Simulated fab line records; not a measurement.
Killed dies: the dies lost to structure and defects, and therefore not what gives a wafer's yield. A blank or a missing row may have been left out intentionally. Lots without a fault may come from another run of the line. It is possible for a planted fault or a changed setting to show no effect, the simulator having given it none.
Split-lot trial | flow rit-cmos | 23 wafers read from 5 lots, route of 202 steps

## THE SPLIT ITSELF
At RIT_NLDD_IMPLANT_08, the setting energy-kev was moved away from the recipe's 20 on 6 of the 23 wafers read, by -4.3% to -2.4%. The other wafers ran this setting at the recipe's value.

The reading comes from the split's own step.

## THE READING
In nm, at RIT_NLDD_IMPLANT_08: implant.drp-nm, which is the simulator's own figure and was read by no gauge. The file does not state a usual value for it.

wafer  | tool, chamber at the split | energy-kev as run | against the recipe | implant.drp-nm, nm | against lot-mates on the recipe
L074.2 | implanter-02, 0            | 20                | recipe             | 12.97              | -
L074.3 | implanter-02, 0            | 20                | recipe             | 12.97              | -
L074.4 | implanter-02, 0            | 20                | recipe             | 12.97              | -
L074.5 | implanter-02, 0            | 20                | recipe             | 12.97              | -
L074.6 | implanter-02, 0            | 20                | recipe             | 12.97              | -
L076.1 | implanter-01, 0            | 20                | recipe             | 12.97              | -
L076.2 | implanter-01, 0            | 20                | recipe             | 12.97              | -
L076.3 | implanter-01, 0            | 20                | recipe             | 12.97              | -
L076.4 | implanter-01, 0            | 20                | recipe             | 12.97              | -
L076.5 | implanter-01, 0            | 20                | recipe             | 12.97              | -
L077.1 | implanter-02, 0            | 19.15             | -4.3%              | 12.63              | -0.34
L077.4 | implanter-02, 0            | 19.15             | -4.3%              | 12.63              | -0.34
L077.5 | implanter-02, 0            | 19.15             | -4.3%              | 12.63              | -0.34
L077.2 | implanter-02, 0            | 20                | recipe             | 12.97              | -
L077.6 | implanter-02, 0            | 20                | recipe             | 12.97              | -
L082.1 | implanter-02, 0            | 20                | recipe             | 12.97              | -
L082.2 | implanter-02, 0            | 20                | recipe             | 12.97              | -
L082.3 | implanter-02, 0            | 20                | recipe             | 12.97              | -
L083.1 | implanter-04, 0            | 19.52             | -2.4%              | 12.78              | -0.19
L083.5 | implanter-04, 0            | 19.52             | -2.4%              | 12.78              | -0.19
L083.6 | implanter-04, 0            | 19.52             | -2.4%              | 12.78              | -0.19
L083.3 | implanter-04, 0            | 20                | recipe             | 12.97              | -
L083.4 | implanter-04, 0            | 20                | recipe             | 12.97              | -

FIT RESULTS
A straight line over all 23 wafers: implant.drp-nm changes by +0.0798 nm for each +1% of energy-kev; r = +1.00; the points scatter about the line by 0.00065 nm.
The same after taking each lot's own level away (the mean of its wafers on the recipe; 23 wafers): +0.0798 nm for each +1%; r = +1.00; scatter 0.00065 nm.
That fit puts the effect of the largest move of energy-kev on the reading at 0.34 nm.
The lots' own levels span 12.970 to 12.970 nm.
So the lot-to-lot level changes the slope little: the two slopes agree.
Check: with one of the wafers moved furthest among these (-4.3%) left out of the fit, the line predicts -0.339 nm for it against its lot-mates. It came out at -0.34 nm against them.

## THE OTHER SPLITS THESE WAFERS WENT THROUGH
Other splits were also applied to these wafers ahead of the reading. Each is held against what the fit with the lots' levels taken away leaves over:
other split on the same wafers     | wafers away from the commonest value | r with implant.drp-nm (lot level and that fit taken away)
RIT_GATE_DEVELOP_15 develop-time-s | 6                                    | +0.46

## THE FILE'S OWN FIT
implant.drp-nm changes by +0.0788 nm for each +1% of energy-kev, r = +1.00.
